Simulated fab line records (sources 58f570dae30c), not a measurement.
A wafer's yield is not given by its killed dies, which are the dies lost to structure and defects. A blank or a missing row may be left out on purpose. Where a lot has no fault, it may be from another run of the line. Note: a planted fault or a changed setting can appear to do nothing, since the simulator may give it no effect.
fab line records	flow berkeley-cmos170
record lots=5	wafers=23
route steps=331 shown SILICIDE@211 CONTACT@220 M1@242 M2@281 V2@299
start-h: hours from the record's opening day to when the first of the lot's shown wafers began	wait-h: how many hours have passed since the lot's step before this one	" the same as in the row above	L1.1+2: several wafers, shown together as one row	- no value present, or no start provided	* or withheld: withheld	< > ~ a bound
route shown NAME@n: names a module that has steps shown in the file, with the first one's number in the route	usual: the fault-free wafers' mean and standard deviation	same: alike in all rows	chamber/n: place in a boat	sites: readings site by site	_std_site: standard deviation of those values	_edge_site: outer sites' mean less inner sites'	radius-mm: how far each site lies from the wafer's centre	mask NAME#n: copy n	behind: the last tool/chamber to shape the wafer	hold: cause of the lot's hold/its duration in hours/its outcome	device: names the non-switching transistor (n, p or np)	end of line: the tests these same wafers got at the end of their route	a step with no rows: only its recipe	killed: not the wafer's yield, but the dies lost to structure and defects at the first sort	map: the dies of a wafer, with x for killed, . for not killed, _ for no die there
set.NAME: the setting as run; set.NAME@STEP: as run at that earlier step	model.NAME: the simulator's own value behind a step, which no gauge read
one table per step and one row per wafer, for lots whose settings were changed on purpose
## steps
# step UCB170_SILICIDE_SPUTTER_01
# recipe material=Ti	target-thk-nm=30	time-s=25	power-w=1500	chamber-pressure-pa=0.5
lot.wafer	tool	chamber	start-h	wait-h	set.power-w	model.Ti_of_SILICIDE_SPUTTER_01.thk-nm
L076.1	pvd-sputter-03	-	174.43	0.0	1339	26.9
L076.2	"	-	"	"	1500	29.79
L076.3	"	-	"	"	1339	26.77
L076.4	"	-	"	"	1500	30.06
L076.5	"	-	"	"	1339	26.61
L078.1+6	pvd-sputter-04	-	191.65	0.1	1500	30.49
L078.2	"	-	"	"	1500	30.17
L078.4	"	-	"	"	1500	29.97
L078.5	"	-	"	"	1500	29.98
L080.1	pvd-sputter-04	-	208.70	0.0	1500	30.03
L080.2	"	-	"	"	1449	28.66
L080.4	"	-	"	"	1500	29.91
L080.5	"	-	"	"	1449	28.65
L080.6	"	-	"	"	1449	28.9
L082.1	pvd-sputter-04	-	219.21	0.0	1500	30.2
L082.4	"	-	"	"	1500	29.92
L082.6	"	-	"	"	1500	29.97
L083.1	pvd-sputter-03	-	219.69	0.0	1590	31.45
L083.2	"	-	"	"	1590	32.06
L083.3	"	-	"	"	1500	30.04
L083.5	"	-	"	"	1500	30.15
L083.6	"	-	"	"	1590	31.84
# step UCB170_SILICIDE_RS_MEAS_02
# recipe thk-meas-gauge=four-point-probe	reads=Ti_of_SILICIDE_SPUTTER_01
# usual SILICIDE_TI_RS=26.13/0.24
lot.wafer	tool	chamber	start-h	wait-h	set.power-w@SILICIDE_SPUTTER_01	SILICIDE_TI_RS[ohm/sq]
L076.1	film-metro-03	-	174.46	0.0	1339	29.69
L076.2	"	-	"	"	1500	26.32
L076.3	"	-	"	"	1339	29.90
L076.4	"	-	"	"	1500	26.09
L076.5	"	-	"	"	1339	30.08
L078.1	film-metro-01	-	191.71	0.0	1500	25.55
L078.2	"	-	"	"	1500	25.92
L078.4	"	-	"	"	1500	26.14
L078.5	"	-	"	"	1500	26.15
L078.6	"	-	"	"	1500	25.62
L080.1	film-metro-03	-	208.73	0.0	1500	26.07
L080.2	"	-	"	"	1449	27.51
L080.4	"	-	"	"	1500	26.24
L080.5	"	-	"	"	1449	27.60
L080.6	"	-	"	"	1449	27.27
L082.1	film-metro-01	-	219.24	0.0	1500	25.87
L082.4	"	-	"	"	1500	26.22
L082.6	"	-	"	"	1500	26.06
L083.1	film-metro-04	-	219.72	0.0	1590	24.72
L083.2	"	-	"	"	1590	24.17
L083.3	"	-	"	"	1500	26.06
L083.5	"	-	"	"	1500	26.01
L083.6	"	-	"	"	1590	24.42
# step UCB170_SILICIDE_THK_MEAS_03
# recipe thk-meas-gauge=xrf	reads=Ti_of_SILICIDE_SPUTTER_01
# usual SILICIDE_TI_THK=29.96/0.23
lot.wafer	tool	chamber	start-h	wait-h	set.power-w@SILICIDE_SPUTTER_01	SILICIDE_TI_THK[nm]
L076.1	film-metro-03	-	174.58	0.1	1339	26.82
L076.2	"	-	"	"	1500	29.78
L076.3	"	-	"	"	1339	26.68
L076.4	"	-	"	"	1500	30.15
L076.5	"	-	"	"	1339	26.54
L078.1	film-metro-01	-	191.83	0.1	1500	30.51
L078.2	"	-	"	"	1500	30.14
L078.4	"	-	"	"	1500	30.03
L078.5	"	-	"	"	1500	30.09
L078.6	"	-	"	"	1500	30.43
L080.1	film-metro-03	-	208.85	0.1	1500	30.11
L080.2	"	-	"	"	1449	28.60
L080.4	"	-	"	"	1500	30.01
L080.5	"	-	"	"	1449	28.73
L080.6	"	-	"	"	1449	28.92
L082.1	film-metro-01	-	219.36	0.1	1500	30.20
L082.4	"	-	"	"	1500	29.98
L082.6	"	-	"	"	1500	30.08
L083.1	film-metro-04	-	219.84	0.1	1590	31.31
L083.2	"	-	"	"	1590	31.86
L083.3	"	-	"	"	1500	29.99
L083.5	"	-	"	"	1500	29.97
L083.6	"	-	"	"	1590	31.58
# step UCB170_CONTACT_COAT_04
# recipe resist=KrF	spin-rpm=1500	resist-thk-nm=900
lot.wafer	tool	chamber	start-h	wait-h	set.spin-rpm	model.KrF_of_CONTACT_COAT_04.thk-nm
L076.1	litho-track-04	0	178.13	0.1	1500	898.6
L076.2	"	0	"	"	1500	897
L076.3	"	0	"	"	1500	899.4
L076.4	"	0	"	"	1500	897.4
L076.5	"	0	"	"	1500	898.7
L078.1	litho-track-03	0	194.18	0.1	1500	896.2
L078.2	"	0	"	"	1500	894.2
L078.4	"	0	"	"	1500	897.4
L078.5	"	0	"	"	1500	896.4
L078.6	"	0	"	"	1500	894.3
L080.1	litho-track-04	0	212.69	0.1	1396	934
L080.2	"	0	"	"	1500	901.8
L080.4	"	0	"	"	1396	932.3
L080.5	"	0	"	"	1396	931.5
L080.6	"	0	"	"	1500	901.1
L082.1	litho-track-04	0	221.96	0.1	1500	902.7
L082.4	"	0	"	"	1500	904.4
L082.6	"	0	"	"	1500	899.5
L083.1	litho-track-01	0	223.47	0.1	1500	900.2
L083.2	"	0	"	"	1500	899.5
L083.3	"	0	"	"	1500	898.2
L083.5	"	0	"	"	1405	931.4
L083.6	"	0	"	"	1405	927.5
# step UCB170_CONTACT_SOFTBAKE_05
# recipe resist=KrF	temp-c=130	time-s=60
# step UCB170_CONTACT_STRIP_06
# recipe chemistry=O2	power-w=400	pressure-mtorr=3500	platen-temp-c=withheld	o2-flow-sccm=400	overash-fraction=0.5
# usual strip-time-to-endpoint-s=21.93/0.061
lot.wafer	tool	chamber	start-h	wait-h	set.spin-rpm@CONTACT_COAT_04	strip-time-to-endpoint-s
L076.1	plasma-asher-03	1	178.43	0.1	1500	21.94
L076.2	"	0	"	"	1500	21.90
L076.3	"	0	"	"	1500	21.94
L076.4	"	1	"	"	1500	21.91
L076.5	"	0	"	"	1500	21.93
L078.1	plasma-asher-02	0	194.48	0.1	1500	21.86
L078.2	"	1	"	"	1500	21.82
L078.4	"	1	"	"	1500	21.91
L078.5	"	1	"	"	1500	21.90
L078.6	"	0	"	"	1500	21.83
L080.1	plasma-asher-02	1	212.99	0.1	1396	22.78
L080.2	"	0	"	"	1500	22.01
L080.4	"	0	"	"	1396	22.73
L080.5	"	1	"	"	1396	22.72
L080.6	"	0	"	"	1500	22.01
L082.1	plasma-asher-04	1	222.26	0.1	1500	22.03
L082.4	"	0	"	"	1500	22.07
L082.6	"	0	"	"	1500	21.96
L083.1	plasma-asher-02	0	223.77	0.1	1500	21.97
L083.2	"	1	"	"	1500	21.95
L083.3	"	1	"	"	1500	21.91
L083.5	"	1	"	"	1405	22.74
L083.6	"	0	"	"	1405	22.62
# step UCB170_M1_COAT_04
# recipe resist=KrF	spin-rpm=1500	resist-thk-nm=900
lot.wafer	tool	chamber	start-h	wait-h	set.resist-thk-nm	model.KrF_of_M1_COAT_04.thk-nm
L076.1	litho-track-04	0	-	-	852.8	848.3
L076.2	"	0	"	"	900	897.7
L076.3	"	0	"	"	900	898.4
L076.4	"	0	"	"	852.8	849.7
L076.5	"	0	"	"	852.8	851.5
L078.1	litho-track-02	0	-	-	921.9	919.9
L078.2	"	0	"	"	900	901
L078.4	"	0	"	"	900	897.4
L078.5	"	0	"	"	900	900.9
L078.6	"	0	"	"	921.9	921.9
L080.1	litho-track-02	0	-	-	866.3	868.8
L080.2	"	0	"	"	866.3	867.3
L080.4	"	0	"	"	900	900.5
L080.5	"	0	"	"	900	902.5
L080.6	"	0	"	"	900	899.5
L082.1	litho-track-04	0	-	-	900	902.9
L082.4	"	0	"	"	900	897.5
L082.6	"	0	"	"	900	898.6
L083.1	litho-track-01	0	-	-	900	900.5
L083.2	"	0	"	"	900	898.8
L083.3	"	0	"	"	900	897.8
L083.5	"	0	"	"	900	898.3
L083.6	"	0	"	"	900	900.1
# step UCB170_M1_EXPOSE_06
# recipe mask-id=METAL1	target-cd-nm=700	na=0.5	sigma-outer=0.6	source-shape=conventional	dose-mj=21
lot.wafer	tool	chamber	start-h	wait-h	mask	set.dose-mj
L076.1+2+3+4+5	krf-scanner-02	0	181.40	-	METAL1#0	21
L078.1+4+6	krf-scanner-02	0	197.37	-	METAL1#0	21
L078.2+5	"	0	"	"	METAL1#0	21.6
L080.1+2+4+5+6	krf-scanner-01	0	216.14	-	METAL1#0	21
L082.1+4+6	krf-scanner-02	0	225.73	-	METAL1#0	21
L083.1+2+5	krf-scanner-02	0	226.55	-	METAL1#0	21.64
L083.3+6	"	0	"	"	METAL1#0	21
# step UCB170_M1_PEB_07
# recipe peb-temp-c=130	peb-time-s=withheld	resist=KrF
# step UCB170_M1_DEVELOP_08
# recipe developer=TMAH	develop-time-s=45	resist=KrF	dev-temp-c=21
# step UCB170_M1_CD_MEAS_09
# recipe target-cd-nm=700
# usual cd-nm=699.9/1.7
lot.wafer	tool	chamber	start-h	wait-h	set.dose-mj@M1_EXPOSE_06	cd-nm
L076.1	cd-sem-01	-	181.86	-	21	699.5
L076.2	"	-	"	"	21	702.4
L076.3	"	-	"	"	21	702.1
L076.4	"	-	"	"	21	700.2
L076.5	"	-	"	"	21	699.1
L078.1	cd-sem-01	-	197.79	-	21	699.7
L078.2	"	-	"	"	21.6	693.1
L078.4	"	-	"	"	21	699.6
L078.5	"	-	"	"	21.6	693.6
L078.6	"	-	"	"	21	699.6
L080.1	cd-sem-02	-	216.65	-	21	699.1
L080.2	"	-	"	"	21	700.9
L080.4	"	-	"	"	21	702.5
L080.5	"	-	"	"	21	700.6
L080.6	"	-	"	"	21	701.7
L082.1	cd-sem-02	-	226.31	-	21	698.3
L082.4	"	-	"	"	21	698.3
L082.6	"	-	"	"	21	697.7
L083.1	cd-sem-02	-	226.94	-	21.64	693.1
L083.2	"	-	"	"	21.64	693.4
L083.3	"	-	"	"	21	697.5
L083.5	"	-	"	"	21.64	691.6
L083.6	"	-	"	"	21	698.9
# step UCB170_M1_ETCH_11
# recipe chemistry=N2/H2	target-depth-a=withheld	overetch-a=withheld	target=BARC	time-s=withheld	source-w=500	bias-w=100	pressure-mtorr=30	n2-flow-sccm=100	h2-flow-sccm=200
lot.wafer	tool	chamber	start-h	wait-h	set.dose-mj@M1_EXPOSE_06	model.M1.cd-nm
L076.1	rie-diel-04	0	182.02	0.0	21	699.3
L076.2	"	2	"	"	21	701.6
L076.3	"	1	"	"	21	702
L076.4+5	"	3,1	"	"	21	699.9
L078.1+4	rie-diel-01	2,3	197.94	0.0	21	700
L078.2	"	0	"	"	21.6	692.6
L078.5	"	2	"	"	21.6	693.9
L078.6	"	0	"	"	21	699
L080.1	rie-diel-01	0	216.81	0.0	21	699.2
L080.2	"	3	"	"	21	701.4
L080.4	"	1	"	"	21	701.8
L080.5	"	0	"	"	21	699.8
L080.6	"	3	"	"	21	702.1
L082.1	rie-diel-02	2	226.47	0.0	21	698.1
L082.4	"	0	"	"	21	698.7
L082.6	"	2	"	"	21	698
L083.1	rie-diel-01	1	227.10	0.0	21.64	692.3
L083.2	"	2	"	"	21.64	693.1
L083.3	"	0	"	"	21	697.1
L083.5	"	1	"	"	21.64	690.5
L083.6	"	0	"	"	21	698.8
# step UCB170_M1_METAL_ETCH_12
# recipe chemistry=Cl2/BCl3	target=Al	stop-on=PSG	pressure-mtorr=12	target-depth-a=7800	over-etch-frac=0.3	time-s=130	icp-w=600	bias-w=120	Cl2_flow_sccm=90	bcl3-flow-sccm=45
lot.wafer	tool	chamber	start-h	wait-h	set.resist-thk-nm@M1_COAT_04	model.KrF_of_M1_COAT_04.thk-nm
L076.1	rie-metal-04	0	182.06	-	852.8	396.6
L076.2	"	1	"	"	900	425.1
L076.3	"	0	"	"	900	450.1
L076.4	"	1	"	"	852.8	379.4
L076.5	"	0	"	"	852.8	402.4
L078.1	rie-metal-01	0	197.98	-	921.9	454.4
L078.2	"	1	"	"	900	443.4
L078.4	"	0	"	"	900	429.8
L078.5	"	1	"	"	900	440.5
L078.6	"	0	"	"	921.9	455.8
L080.1	rie-metal-04	0	216.85	-	866.3	422.5
L080.2	"	1	"	"	866.3	399.5
L080.4	"	1	"	"	900	432.6
L080.5	"	1	"	"	900	434.8
L080.6	"	0	"	"	900	452.1
L082.1	rie-metal-03	0	226.51	-	900	457.1
L082.4	"	1	"	"	900	444.8
L082.6	"	1	"	"	900	445.8
L083.1	rie-metal-01	1	227.14	-	900	439.6
L083.2	"	0	"	"	900	429
L083.3	"	1	"	"	900	437.8
L083.5	"	1	"	"	900	438.6
L083.6	"	0	"	"	900	435.8
# step UCB170_M2_COAT_10
# recipe resist=KrF	spin-rpm=1500	resist-thk-nm=900
lot.wafer	tool	chamber	start-h	wait-h	set.spin-rpm	model.KrF_of_M2_COAT_10.thk-nm
L076.1	litho-track-02	0	-	-	1500	902.2
L076.2	"	0	"	"	1500	903.4
L076.3	"	0	"	"	1601	873.7
L076.4	"	0	"	"	1500	902.7
L076.5	"	0	"	"	1601	874.5
L078.1	litho-track-04	0	-	-	1500	901.4
L078.2	"	0	"	"	1500	903.6
L078.4	"	0	"	"	1388	935.3
L078.5	"	0	"	"	1500	902.3
L078.6	"	0	"	"	1388	938
L080.1	litho-track-02	0	-	-	1500	900
L080.2	"	0	"	"	1500	900.1
L080.4	"	0	"	"	1443	917.6
L080.5	"	0	"	"	1443	915.5
L080.6	"	0	"	"	1500	900.9
L082.1	litho-track-02	0	-	-	1500	899.5
L082.4	"	0	"	"	1500	900.3
L082.6	"	0	"	"	1500	902
L083.1	litho-track-04	0	-	-	1500	897
L083.2	"	0	"	"	1455	913.5
L083.3	"	0	"	"	1455	915.2
L083.5	"	0	"	"	1500	899.5
L083.6	"	0	"	"	1500	899.8
# step UCB170_M2_SOFTBAKE_11
# recipe resist=KrF	temp-c=130	time-s=60
# step UCB170_M2_EXPOSE_12
# recipe mask-id=METAL2	target-cd-nm=700	na=0.5	sigma-outer=0.6	source-shape=conventional	dose-mj=26
# step UCB170_M2_ETCH_17
# recipe chemistry=N2/H2	target-depth-a=withheld	overetch-a=withheld	target=BARC	time-s=withheld	source-w=500	bias-w=100	pressure-mtorr=30	n2-flow-sccm=100	h2-flow-sccm=200
# step UCB170_M2_METAL_ETCH_18
# recipe chemistry=Cl2/BCl3	target=Al	stop-on=SiO2	pressure-mtorr=12	target-depth-a=11700	over-etch-frac=0.3	time-s=195	icp-w=600	bias-w=120	Cl2_flow_sccm=90	bcl3-flow-sccm=45
lot.wafer	tool	chamber	start-h	wait-h	set.spin-rpm@M2_COAT_10	model.KrF_of_M2_COAT_10.thk-nm
L076.1+4	rie-metal-01	1	190.48	-	1500	213.6
L076.2	"	0	"	"	1500	206.7
L076.3	"	0	"	"	1601	173.8
L076.5	"	1	"	"	1601	186.7
L078.1	rie-metal-03	0	205.36	-	1500	244.8
L078.2	"	1	"	"	1500	239.9
L078.4	"	1	"	"	1388	266.8
L078.5	"	1	"	"	1500	231.7
L078.6	"	0	"	"	1388	278.4
L080.1	rie-metal-03	0	223.57	-	1500	241.1
L080.2	"	1	"	"	1500	220.3
L080.4	"	1	"	"	1443	243
L080.5	"	0	"	"	1443	253.7
L080.6	"	1	"	"	1500	219.2
L082.1	rie-metal-03	1	232.70	-	1500	225.8
L082.4	"	1	"	"	1500	225.7
L082.6	"	0	"	"	1500	236.9
L083.1	rie-metal-01	1	234.10	-	1500	217.7
L083.2	"	0	"	"	1455	220.9
L083.3	"	0	"	"	1455	219.3
L083.5	"	1	"	"	1500	214.5
L083.6	"	0	"	"	1500	203.1
# step UCB170_M2_STRIP_19
# recipe chemistry=O2	power-w=400	pressure-mtorr=3500	platen-temp-c=withheld	o2-flow-sccm=400	overash-fraction=0.5
# usual oes-product-au=0.550/0.015
lot.wafer	tool	chamber	start-h	wait-h	set.power-w	set.spin-rpm@M2_COAT_10	oes-product-au
L076.1	plasma-asher-02	1	190.67	0.1	400	1500	0.548
L076.2	"	0	"	"	379	1500	0.534
L076.3	"	1	"	"	379	1601	0.504
L076.4	"	0	"	"	379	1500	0.548
L076.5	"	0	"	"	400	1601	0.522
L078.1	plasma-asher-02	1	205.55	0.1	400	1500	0.575
L078.2	"	0	"	"	400	1500	0.570
L078.4	"	0	"	"	400	1388	0.604
L078.5	"	1	"	"	400	1500	0.569
L078.6	"	0	"	"	400	1388	0.614
L080.1	plasma-asher-01	1	223.76	0.1	400	1500	0.567
L080.2	"	0	"	"	364.3	1500	0.547
L080.4	"	1	"	"	364.3	1443	0.575
L080.5	"	1	"	"	400	1443	0.588
L080.6	"	0	"	"	364.3	1500	0.545
L082.1	plasma-asher-03	1	232.89	0.1	400	1500	0.551
L082.4	"	1	"	"	400	1500	0.554
L082.6	"	1	"	"	400	1500	0.564
L083.1	plasma-asher-01	0	234.29	0.1	400	1500	0.551
L083.2	"	1	"	"	400	1455	0.551
L083.3	"	1	"	"	400	1455	0.546
L083.5	"	0	"	"	400	1500	0.550
L083.6	"	1	"	"	400	1500	0.533
# step UCB170_V2_COAT_07
# recipe resist=KrF	spin-rpm=1500	resist-thk-nm=900
lot.wafer	tool	chamber	start-h	wait-h	set.spin-rpm	model.KrF_of_V2_COAT_07.thk-nm
L076.1	litho-track-01	0	191.92	0.1	1403	927.5
L076.2	"	0	"	"	1500	898.8
L076.3	"	0	"	"	1500	897.1
L076.4	"	0	"	"	1403	928.7
L076.5	"	0	"	"	1403	924.4
L078.1	litho-track-01	0	206.92	0.1	1579	873.7
L078.2	"	0	"	"	1500	898.2
L078.4	"	0	"	"	1579	876.5
L078.5	"	0	"	"	1500	896.2
L078.6	"	0	"	"	1579	874.9
L080.1	litho-track-03	0	225.32	0.1	1390	937.7
L080.2	"	0	"	"	1390	935.8
L080.4	"	0	"	"	1500	900.7
L080.5	"	0	"	"	1390	934.9
L080.6	"	0	"	"	1500	901.3
L082.1	litho-track-04	0	234.40	0.1	1500	901.5
L082.4	"	0	"	"	1500	901.8
L082.6	"	0	"	"	1500	899.9
L083.1	litho-track-04	0	235.54	0.1	1500	894.4
L083.2+3	"	0	"	"	1500	893.2
L083.5	"	0	"	"	1500	897.4
L083.6	"	0	"	"	1500	892.4
## key
split step=UCB170_SILICIDE_SPUTTER_01	setting=power-w	stated=1500	by=wafer
response step=UCB170_SILICIDE_SPUTTER_01	reading=model.Ti_of_SILICIDE_SPUTTER_01.thk-nm	change=+0.297	per=1%	r=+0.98
response step=UCB170_SILICIDE_RS_MEAS_02	reading=SILICIDE_TI_RS	change=-0.329	per=1%	r=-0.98
response step=UCB170_SILICIDE_THK_MEAS_03	reading=SILICIDE_TI_THK	change=+0.303	per=1%	r=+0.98
split step=UCB170_CONTACT_COAT_04	setting=spin-rpm	stated=1500	by=wafer
response step=UCB170_CONTACT_COAT_04	reading=model.KrF_of_CONTACT_COAT_04.thk-nm	change=-4.62	per=1%	r=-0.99
response step=UCB170_CONTACT_STRIP_06	reading=strip-time-to-endpoint-s	change=*	per=1%	r=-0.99
split step=UCB170_M1_COAT_04	setting=resist-thk-nm	stated=900	by=wafer
response step=UCB170_M1_COAT_04	reading=model.KrF_of_M1_COAT_04.thk-nm	change=+9	per=1%	r=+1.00
response step=UCB170_M1_METAL_ETCH_12	reading=model.KrF_of_M1_COAT_04.thk-nm	change=+8.11	per=1%	r=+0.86
split step=UCB170_M1_EXPOSE_06	setting=dose-mj	stated=21	by=wafer
response step=UCB170_M1_CD_MEAS_09	reading=cd-nm	change=-1.99	per=1%	r=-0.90
response step=UCB170_M1_ETCH_11	reading=model.M1.cd-nm	change=-2.1	per=1%	r=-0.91
split step=UCB170_M2_COAT_10	setting=spin-rpm	stated=1500	by=wafer
response step=UCB170_M2_COAT_10	reading=model.KrF_of_M2_COAT_10.thk-nm	change=-4.47	per=1%	r=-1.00
response step=UCB170_M2_METAL_ETCH_18	reading=model.KrF_of_M2_COAT_10.thk-nm	change=-4.56	per=1%	r=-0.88
response step=UCB170_M2_STRIP_19	reading=oes-product-au	change=-0.00488	per=1%	r=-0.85
split step=UCB170_M2_STRIP_19	setting=power-w	stated=400	by=wafer
response none clear
split step=UCB170_V2_COAT_07	setting=spin-rpm	stated=1500	by=wafer
response step=UCB170_V2_COAT_07	reading=model.KrF_of_V2_COAT_07.thk-nm	change=-4.55	per=1%	r=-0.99
